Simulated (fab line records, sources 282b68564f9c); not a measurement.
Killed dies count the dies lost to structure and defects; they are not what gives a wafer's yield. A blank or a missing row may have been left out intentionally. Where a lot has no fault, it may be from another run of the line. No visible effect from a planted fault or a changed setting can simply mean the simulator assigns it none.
A lot that was struck, set against a sound lot || flow rit_cmos || 39 steps out of a route of 202
Sound: the wafers L706.2, L706.4, L706.5. Wafers L708.1, L708.2, L708.3 were the ones struck. The cause is given at the end.
At each step with rows: each side's tool, then ch and its chambers, then its first start. Under that, the readings that differ: sound wafers || struck wafers || difference of the means || sigmas: that difference in standard deviations of wafers without a fault.
alike: readings whose means differ by less than 2 such deviations, and words and numbers that are the same on both sides. not compared: withheld readings, readings that some wafer has no value for, bounds like >300 that may hide the same value, and numbers for which the record gives no deviation and whose values overlap.
Wherever a step has rows on one side only, a row that says differs or no value, or a row with sigmas, the two part there. Numbers that have no deviation but don't overlap get no sigmas and don't part them. A reading missing from all wafers of one side parts the sides only when that side holds two or more wafers.

first, 3 steps without rows for these wafers: RIT_GATE_EXPOSE_13 (exposes mask M6, target cd 150 nm); RIT_GATE_PEB_14; RIT_GATE_DEVELOP_15 (develop time 50 s).
RIT_GATE_CD_MEAS_16: target cd 150 nm.
  sound: cd_sem-02 at day 3 14:37; struck: cd_sem-01 at day 4 03:14
  alike: cd_nm
RIT_GATE_OVL_MEAS_17:
  sound: overlay-01 at day 3 14:43; struck: overlay-01 at day 4 03:22
  alike: GATE_OVL
then, 1 step without rows for these wafers: RIT_GATE_HARDBAKE_18 (time 60 s).
RIT_GATE_ETCH_19: etches poly-Si in SF6/CHF3/O2, stops on SiO2, time 168.1 s, target depth 312.5 nm.
  sound on rie_si-01 ch 1,3, day 3 15:08; struck on rie_si-01 ch 0,1,3, day 4 03:33
  alike: O2_flow_sccm, drypump_motor_current_A, oes_product_au, throttle_valve_pct
  not compared: rf_hours_counter_h
RIT_GATE_STRIP_20: strips in O2, time 180 s.
  sound on plasma_asher-04 ch 0, day 3 15:18; struck on plasma_asher-02 ch 0,1, day 4 03:40
  alike: drypump_motor_current_A
  not compared: rf_hours_counter_h
RIT_GATE_CD_MEAS_90: target cd 150 nm.
  sound: cd_sem-02 at day 3 15:29; struck: cd_sem-02 at day 4 03:50
  alike: cd_nm
then, 3 steps without rows for these wafers: RIT_REOX_CLEAN_00 (cleans in SC1, time 600 s); RIT_REOX_CLEAN_01 (cleans in dHF, time 30 s); RIT_REOX_CLEAN_02 (cleans in SC2, time 580.9 s).
RIT_REOX_OXIDATION_03: target thk 25.2 nm, ox time 5580 s.
  sound on furnace-01 ch 0, day 3 15:58; struck on furnace-01 ch 0, day 4 06:35
{"reading": "spike_tc_centre_C (C)", "sound": "900.9 901.4 901.7", "struck": "923.6 922.2 921.6", "difference": "+21.1", "sigmas": "+18"}
{"reading": "spike_tc_load_C (C)", "sound": "919 920 918", "struck": "940 939 940", "difference": "+21", "sigmas": "+5"}
{"reading": "spike_tc_source_C (C)", "sound": "927.2 927.5 924.8", "struck": "945.9 948.5 948.2", "difference": "+21.0", "sigmas": "+7"}
{"reading": "tube_center_temp_C (C)", "sound": "899.96 900.02 900", "struck": "920 919.96 920.07", "difference": "+20", "sigmas": "+99 or more"}
{"reading": "tube_center_temp_C_max", "sound": "902.7 902.7 902.7", "struck": "922.6 922.2 922.7", "difference": "+19.8", "sigmas": "+55"}
{"reading": "zone_power_source_pct (%)", "sound": "27.1 27.3 26.6", "struck": "29.1 28.5 28.5", "difference": "+1.7", "sigmas": "+3"}
{"reading": "model.SiO2_of_REOX_OXIDATION_03.thk_nm (nm)", "sound": "24.46 24.91 24.68", "struck": "30.79 30.75 30.52", "difference": "+6.00", "sigmas": ""}
RIT_REOX_THK_MEAS_04:
  sound: film_metro-01 at day 3 18:31; struck: film_metro-02 at day 4 09:08
{"reading": "REOX_OXIDE_THK (nm)", "sound": "24.5 24.9 24.7", "struck": "30.8 30.7 30.6", "difference": "+6.0", "sigmas": "+15"}
then, 6 steps without rows for these wafers: RIT_NLDD_HMDS_00 (prime time 60 s); RIT_NLDD_COAT_01 (resist thk 1000 nm); RIT_NLDD_SOFTBAKE_02 (time 60 s); RIT_NLDD_EXPOSE_03 (exposes mask M7, target cd 40700 nm); RIT_NLDD_PEB_04; RIT_NLDD_DEVELOP_05 (develop time 50 s).
RIT_NLDD_OVL_MEAS_06:
  sound: overlay-01 at day 3 19:33; struck: overlay-02 at day 4 10:02
  alike: NLDD_OVL
then, 2 steps without rows for these wafers: RIT_NLDD_HARDBAKE_07 (time 60 s); RIT_NLDD_IMPLANT_08.
RIT_NLDD_STRIP_09: strips in O2, time 180 s.
  sound on plasma_asher-03 ch 0, day 3 19:53; struck on plasma_asher-04 ch 0,1, day 4 10:22
  alike: drypump_motor_current_A
  not compared: rf_hours_counter_h
RIT_NLDD_TW_MEAS_10:
  sound: film_metro-03 at day 3 20:04; struck: film_metro-04 at day 4 10:33
  alike: NLDD_TW
then, 6 steps without rows for these wafers: RIT_PLDD_HMDS_00 (prime time 60 s); RIT_PLDD_COAT_01 (resist thk 1000 nm); RIT_PLDD_SOFTBAKE_02 (time 60 s); RIT_PLDD_EXPOSE_03 (exposes mask M8, target cd 40900 nm); RIT_PLDD_PEB_04; RIT_PLDD_DEVELOP_05 (develop time 50 s).
RIT_PLDD_OVL_MEAS_06:
  sound: overlay-02 at day 3 21:06; struck: overlay-02 at day 4 11:32
  alike: PLDD_OVL
then, 2 steps without rows for these wafers: RIT_PLDD_HARDBAKE_07 (time 60 s); RIT_PLDD_IMPLANT_08.
RIT_PLDD_STRIP_09: strips in O2, time 180 s.
  sound on plasma_asher-03 ch 1, day 3 21:48; struck on plasma_asher-04 ch 0,1, day 4 11:52
  alike: drypump_motor_current_A
  not compared: rf_hours_counter_h
RIT_PLDD_TW_MEAS_10:
  sound: film_metro-02 at day 3 21:59; struck: film_metro-04 at day 4 12:03
  alike: PLDD_TW
RIT_SPACER_CLEAN_00: cleans in SC1, time 600 s.
  sound on wet_bench-03 ch 0, day 3 22:02; struck on wet_bench-01 ch 0, day 4 12:07
{"reading": "model.SiO2_of_REOX_OXIDATION_03.thk_nm (nm)", "sound": "22.58 22.99 22.79", "struck": "28.41 28.39 28.17", "difference": "+5.54", "sigmas": ""}
then, 1 step without rows for these wafers: RIT_SPACER_CLEAN_01 (cleans in dHF, time 30 s).
RIT_M1_PROBE_99:
  sound: prober-01 at day 4 11:34; struck: prober-01 at day 5 01:53
{"reading": "model.etest.pmos_turned.r_on_ohm_um", "sound": "3435 3473 3374", "struck": "5591 5606 5393", "difference": "+2103", "sigmas": ""}
{"reading": "model.etest.pmos_0p3.r_on_ohm_um", "sound": "6303 6288 6229", "struck": "7168 7238 6952", "difference": "+846", "sigmas": ""}
{"reading": "model.etest.pmos_0p15.r_on_ohm_um", "sound": "2814 2823 2740", "struck": "3652 3688 3556", "difference": "+840", "sigmas": ""}
{"reading": "model.etest.pldd.rs_ohm_sq", "sound": "490.6 506 497", "struck": "1061 1048 1018", "difference": "+544", "sigmas": ""}
{"reading": "model.etest.nmos_0p15.r_on_ohm_um", "sound": "1121 1125 1091", "struck": "1342 1392 1347", "difference": "+248", "sigmas": ""}
{"reading": "model.etest.nmos_0p3.r_on_ohm_um", "sound": "2142 2123 2091", "struck": "2380 2426 2371", "difference": "+274", "sigmas": ""}
{"reading": "model.etest.pldd.line_ohm_um", "sound": "150.9 161.3 156.9", "struck": "335.7 329.4 321.5", "difference": "+172.5", "sigmas": ""}
{"reading": "model.etest.nldd.rs_ohm_sq", "sound": "364.8 370.4 368.6", "struck": "523.4 525.9 514.8", "difference": "+153.4", "sigmas": ""}
  alike: killed_at_front_end, killed_dies, killed_open, killed_short

WHERE THEY PART
First at RIT_REOX_OXIDATION_03; last, within this record, at RIT_REOX_THK_MEAS_04. Later steps at which nothing parts them and some readings are alike: RIT_NLDD_OVL_MEAS_06, RIT_NLDD_STRIP_09, RIT_NLDD_TW_MEAS_10, RIT_PLDD_OVL_MEAS_06, RIT_PLDD_STRIP_09, RIT_PLDD_TW_MEAS_10, RIT_M1_PROBE_99.

WHY: the cause the simulator had injected
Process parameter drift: furnace-01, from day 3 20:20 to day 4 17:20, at RIT_REOX_OXIDATION_03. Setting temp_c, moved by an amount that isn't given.
